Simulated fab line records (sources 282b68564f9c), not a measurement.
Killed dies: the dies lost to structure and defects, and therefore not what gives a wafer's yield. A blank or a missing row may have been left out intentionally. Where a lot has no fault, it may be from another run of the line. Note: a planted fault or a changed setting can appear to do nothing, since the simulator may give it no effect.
Which tool was responsible?    flow ritCmos    14 lots, 42 wafers sampled, at 2 steps of a route of 202

== WHAT EACH GAUGE READ, for each wafer ==
RIT_FOX2_THK_MEAS_91.
lot   measured     on            FIELD_OXIDE_LEFT_2_THK (nm)
L650  day 2 15:09  filmMetro-03  270 272 272
L651  day 2 19:43  filmMetro-03  260 263 252
L652  day 3 00:06  filmMetro-01  268 269 259
L653  day 3 04:24  filmMetro-02  245 249 251
L654  day 3 10:44  filmMetro-02  259 253 260
L655  day 3 14:20  filmMetro-03  315 303 308
L656  day 3 22:56  filmMetro-01  309 308 307
L657  day 4 03:23  filmMetro-01  250 252 252
L661  day 4 22:22  filmMetro-01  260 265 264
L666  day 6 00:05  filmMetro-02  255 255 254
L667  day 6 03:37  filmMetro-01  255 262 262
L668  day 6 07:46  filmMetro-03  257 260 255
L669  day 6 14:26  filmMetro-02  251 248 252
L672  day 7 05:01  filmMetro-02  247 242 252

== TOOL THAT RAN EACH LOT (tool first, then ch and the chambers of the sampled wafers, then the start) ==
lot   RIT_GATE_WET_ETCH_00
L650  wetBench-01 ch 3, day 2 14:42
L651  wetBench-04 ch 0, day 2 19:07
L652  wetBench-03 ch 1, day 2 23:38
L653  wetBench-04 ch 0, day 3 03:59
L654  wetBench-01 ch 3, day 3 10:16
L655  wetBench-04 ch 1, day 3 13:53
L656  wetBench-01 ch 0, day 3 22:29
L657  wetBench-01 ch 1, day 4 02:58
L661  wetBench-03 ch 1, day 4 21:55
L666  wetBench-04 ch 2, day 5 23:35
L667  wetBench-04 ch 2, day 6 03:12
L668  wetBench-01 ch 1, day 6 07:21
L669  wetBench-01 ch 1, day 6 14:00
L672  wetBench-04 ch 2, day 7 04:32
- RIT_GATE_WET_ETCH_00: etches SiO2 in BOE, target depth 56 nm, time 60 s.

== AS READ BY THE TOOLS THEMSELVES (means over the sampled wafers that have a number; for cases with no such wafer, the mark the record gives instead) ==
RIT_GATE_WET_ETCH_00.
lot   tool         bathHeatDutyPct (%)  runLengthS (s)
L650  wetBench-01  2.2                  85
L651  wetBench-04  1.8                  87
L652  wetBench-03  1.3                  92
L653  wetBench-04  1.6                  87
L654  wetBench-01  1.8                  93
L655  wetBench-04  -                    -
L656  wetBench-01  -                    -
L657  wetBench-01  2.2                  86
L661  wetBench-03  1.4                  85
L666  wetBench-04  1.6                  84
L667  wetBench-04  1.8                  86
L668  wetBench-01  2.1                  86
L669  wetBench-01  1.8                  93
L672  wetBench-04  1.6                  91

== THE ANSWER, worked out from the rows above alone ==
Rule: usual is defined by the lots themselves. The widest of any qualifying gaps counts: lots, ordered by their means at a reading, are off when they make up no more than a third of the lots, leave a main group of 4 or more, and stand apart from it by 3 or more times the standard deviation of that group's means. The tables above print the reading to a certain number of digits; a main group whose means all agree to those digits is not used. A lot without any number at a reading at which 4 lots or more have one is off too. All remaining lots with rows at the step are treated as sound. The gauges are gone through in route order, then the tools' own readings, and for those a lot's mean is taken as printed above. At the first step where some lot is off, the reading lying furthest off is the one used; lots without a number count as furthest.
Off: L655, L656, at RIT_FOX2_THK_MEAS_91 (FIELD_OXIDE_LEFT_2_THK). The main group has a mean of 257 nm with a standard deviation of 6.9.
If a tool, at a process step before that reading, ran all the lots that are off and no sound lot after the first of them, it fits. Not tried: the gauges at RIT_FOX2_THK_MEAS_91; whatever is off there is also off at RIT_GATE_WET_ETCH_00, on other tools, and gauge error can't account for it. Not one of the candidates tried fits.

== WHAT WAS PUT IN BY THE SIMULATOR ==
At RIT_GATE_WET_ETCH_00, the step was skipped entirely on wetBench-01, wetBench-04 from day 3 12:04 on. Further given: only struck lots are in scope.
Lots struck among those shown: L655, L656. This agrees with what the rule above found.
